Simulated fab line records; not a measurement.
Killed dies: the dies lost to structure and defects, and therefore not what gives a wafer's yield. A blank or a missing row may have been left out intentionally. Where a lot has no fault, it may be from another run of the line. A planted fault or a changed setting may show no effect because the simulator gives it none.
fab line records	flow rit-cmos
record: lots: 14	wafers: 42	last-day: 7
route steps=202 shown PSD@150
lots that met no fault: taken from a fault-free run of the same line
start-h: hours from the record's first day to the start of the lot's first wafer shown	wait-h: hours since the lot's step before	" same as the row above	L1.1+2: a single row standing in for several wafers	- no value, or no start given	* or withheld: withheld	< > ~ a bound
route shown NAME@n: names a module that has steps shown in the file, with the first one's number in the route	usual: average and standard deviation across the fault-free wafers	same: alike in all rows	chamber/n: place in a boat	sites: readings site by site	_std_site: the values' standard deviation	_edge_site: mean of outer sites minus mean of inner sites	radius-mm: for every site, how far away it sits from the centre of the wafer	mask NAME#n: copy n	behind: tool/chamber where the wafer was last shaped	hold: what put the lot on hold/how long, in hours/how the hold closed	device: names the non-switching transistor (n, p or np)	end of line: the route-end tests of the same wafers	step lacking rows: just its recipe	killed: not the wafer's yield, but the dies lost to structure and defects at the first sort	map: per-die view of a wafer (x killed, . not killed, _ where there is no die)
set.NAME: the setting that was run; set.NAME@STEP: the one run at that earlier step	model.NAME: the simulator's own value behind a step, which no gauge read
one table for each step of the route and one row for each wafer, over a sample of lots
services: a tool's chamber out of use, with start hour (start-h, from the record's first day; less than 0 if before it), hours out, and reason
== steps ==
step: RIT_PSD_IMPLANT_08
recipe: species: BF2	energy-kev: 27	dose-cm2: 5e+15	tilt-deg: 7
usual: beam-energy-keV: 26.999/0.0079	end-station-pressure-torr: 1.35e-05/7.5e-07
lot.wafer	tool	chamber	start-h	wait-h	beam-energy-keV	end-station-pressure-torr
L322.3	implanter-04	0	53.59	0.1	27.016	1.33e-05
L322.4	"	0	"	"	27.000	1.36e-05
L322.6	"	0	"	"	27.005	1.26e-05
L323.2	implanter-02	0	60.54	0.1	26.990	1.31e-05
L323.4	"	0	"	"	27.007	1.4e-05
L323.6	"	0	"	"	27.002	1.38e-05
L324.1	implanter-02	0	64.02	0.1	26.992	1.41e-05
L324.3	"	0	"	"	27.000	1.32e-05
L324.6	"	0	"	"	27.000	1.26e-05
L325.1	implanter-02	0	67.26	0.1	26.997	1.34e-05
L325.3	"	0	"	"	27.005	1.26e-05
L325.6	"	0	"	"	27.010	1.42e-05
L326.1	implanter-02	0	80.67	0.1	26.996	1.33e-05
L326.5	"	0	"	"	26.985	1.39e-05
L326.6	"	0	"	"	26.990	1.37e-05
L327.1	implanter-02	0	86.44	0.1	26.991	1.34e-05
L327.2	"	0	"	"	26.979	1.41e-05
L327.4	"	0	"	"	26.995	1.38e-05
L328.2	implanter-03	0	86.51	0.1	26.989	1.4e-05
L328.4	"	0	"	"	26.999	1.41e-05
L328.6	"	0	"	"	26.988	1.5e-05
L329.2	implanter-02	0	89.90	0.1	30.511	1.29e-05
L329.3	"	0	"	"	30.506	1.41e-05
L329.4	"	0	"	"	30.497	1.33e-05
L330.3	implanter-03	0	99.86	0.1	27.013	1.34e-05
L330.4	"	0	"	"	27.003	1.32e-05
L330.5	"	0	"	"	27.010	1.41e-05
L334.2	implanter-04	0	113.32	0.1	26.982	1.32e-05
L334.3	"	0	"	"	26.997	1.27e-05
L334.4	"	0	"	"	26.997	1.37e-05
L337.1	implanter-02	0	128.31	0.1	30.505	1.32e-05
L337.3	"	0	"	"	30.490	1.36e-05
L337.4	"	0	"	"	30.511	1.24e-05
L339.3	implanter-04	0	140.36	0.1	27.009	1.27e-05
L339.4	"	0	"	"	27.010	1.3e-05
L339.5	"	0	"	"	26.996	1.26e-05
L340.1	implanter-03	0	145.15	0.1	27.000	1.48e-05
L340.4	"	0	"	"	27.001	1.48e-05
L340.5	"	0	"	"	26.994	1.53e-05
L341.1	implanter-04	0	150.96	0.1	26.995	1.36e-05
L341.2	"	0	"	"	26.994	1.26e-05
L341.3	"	0	"	"	26.996	1.29e-05
step: RIT_PSD_TW_MEAS_10
usual: PSD_TW: 3413/33
lot.wafer	tool	chamber	start-h	wait-h	PSD_TW
L322.3	film-metro-02	-	53.89	0.1	3389
L322.4	"	-	"	"	3385
L322.6	"	-	"	"	3407
L323.2	film-metro-01	-	60.85	0.1	3444
L323.4	"	-	"	"	3446
L323.6	"	-	"	"	3441
L324.1	film-metro-03	-	64.35	0.1	3384
L324.3	"	-	"	"	3386
L324.6	"	-	"	"	3396
L325.1	film-metro-03	-	67.58	0.1	3387
L325.3	"	-	"	"	3384
L325.6	"	-	"	"	3397
L326.1	film-metro-03	-	81.00	0.1	3386
L326.5	"	-	"	"	3377
L326.6	"	-	"	"	3393
L327.1	film-metro-01	-	86.79	0.1	3458
L327.2	"	-	"	"	3436
L327.4	"	-	"	"	3462
L328.2	film-metro-03	-	86.82	0.1	3369
L328.4	"	-	"	"	3369
L328.6	"	-	"	"	3376
L329.2	film-metro-03	-	90.21	0.1	3494
L329.3	"	-	"	"	3482
L329.4	"	-	"	"	3481
L330.3	film-metro-03	-	100.15	0.1	3381
L330.4	"	-	"	"	3344
L330.5	"	-	"	"	3364
L334.2	film-metro-01	-	113.63	0.1	3459
L334.3	"	-	"	"	3450
L334.4	"	-	"	"	3448
L337.1	film-metro-01	-	128.64	0.1	3575
L337.3	"	-	"	"	3593
L337.4	"	-	"	"	3563
L339.3	film-metro-03	-	140.65	0.1	3404
L339.4	"	-	"	"	3421
L339.5	"	-	"	"	3417
L340.1	film-metro-03	-	145.47	0.1	3392
L340.4	"	-	"	"	3404
L340.5	"	-	"	"	3402
L341.1	film-metro-03	-	151.29	0.1	3407
L341.2	"	-	"	"	3403
L341.3	"	-	"	"	3431
step: RIT_SDANNEAL_RS_MEAS_04
recipe: thk-meas-gauge: four-point-probe
usual: PSD_RS: 115.89/0.28
lot.wafer	tool	chamber	start-h	wait-h	PSD_RS[ohm/sq]
L322.3	film-metro-01	-	54.39	0.1	116.07
L322.4	"	-	"	"	116.00
L322.6	"	-	"	"	115.48
L323.2	film-metro-01	-	61.87	0.1	115.70
L323.4	"	-	"	"	116.38
L323.6	"	-	"	"	115.78
L324.1	film-metro-01	-	66.58	0.0	116.20
L324.3	"	-	"	"	115.93
L324.6	"	-	"	"	115.63
L325.1	film-metro-02	-	68.24	0.1	115.57
L325.3	"	-	"	"	115.37
L325.6	"	-	"	"	115.28
L326.1	film-metro-01	-	81.48	0.0	115.54
L326.5	"	-	"	"	115.46
L326.6	"	-	"	"	115.47
L327.1	film-metro-02	-	87.28	0.0	115.99
L327.2	"	-	"	"	116.24
L327.4	"	-	"	"	115.64
L328.2	film-metro-01	-	87.41	0.1	116.11
L328.4	"	-	"	"	115.99
L328.6	"	-	"	"	116.16
L329.2	film-metro-03	-	90.70	0.1	108.69
L329.3	"	-	"	"	108.78
L329.4	"	-	"	"	108.50
L330.3	film-metro-02	-	100.67	0.1	115.82
L330.4	"	-	"	"	116.02
L330.5	"	-	"	"	115.99
L334.2	film-metro-03	-	114.18	0.1	116.18
L334.3	"	-	"	"	115.79
L334.4	"	-	"	"	115.99
L337.1	film-metro-02	-	129.14	0.0	108.58
L337.3	"	-	"	"	108.26
L337.4	"	-	"	"	108.61
L339.3	film-metro-01	-	141.16	0.1	115.95
L339.4	"	-	"	"	115.66
L339.5	"	-	"	"	115.92
L340.1	film-metro-02	-	145.97	0.0	115.65
L340.4	"	-	"	"	115.60
L340.5	"	-	"	"	115.47
L341.1	film-metro-01	-	151.79	0.0	115.99
L341.2	"	-	"	"	115.78
L341.3	"	-	"	"	116.03
== services ==
tool	chamber	start-h	hours	kind
implanter-02	-	65.25	1.1	repair
implanter-03	-	114.12	2.9	pm
implanter-02	-	146.01	7.7	repair
implanter-02	-	146.70	2.6	repair
== key ==
first-sign: step: RIT_PSD_IMPLANT_08	reading: beam-energy-keV	direction: up	sigmas: 99+	usual: 26.999	struck: 30.503
effect: step: RIT_PSD_TW_MEAS_10	reading: PSD_TW	direction: up	sigmas: 3.5	usual: 3413	struck: 3531
effect: step: RIT_SDANNEAL_RS_MEAS_04	reading: PSD_RS	direction: down	sigmas: 26	usual: 115.89	struck: 108.57
met-at RIT_PSD_IMPLANT_08
struck-lots L329,L337
tester-left-out L329,L337
onset-between 86.44 89.90
fault: kind: process-parameter-drift	tool: implanter-02	chamber: -	onset-h: 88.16	steps: RIT_PSD_IMPLANT_08	channel: energy-kev	offset: 3.51	shape: step	end-h: 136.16	acts-in: these-recipes-only	stated: 27
tester-left-out: of these lots the tester's yield and bins aren't shown, on N5 and GAA mostly nor the transistor test; their killed dies are dies lost to structure and defects alone, not to doping, threshold or leakage, so they don't give the yield
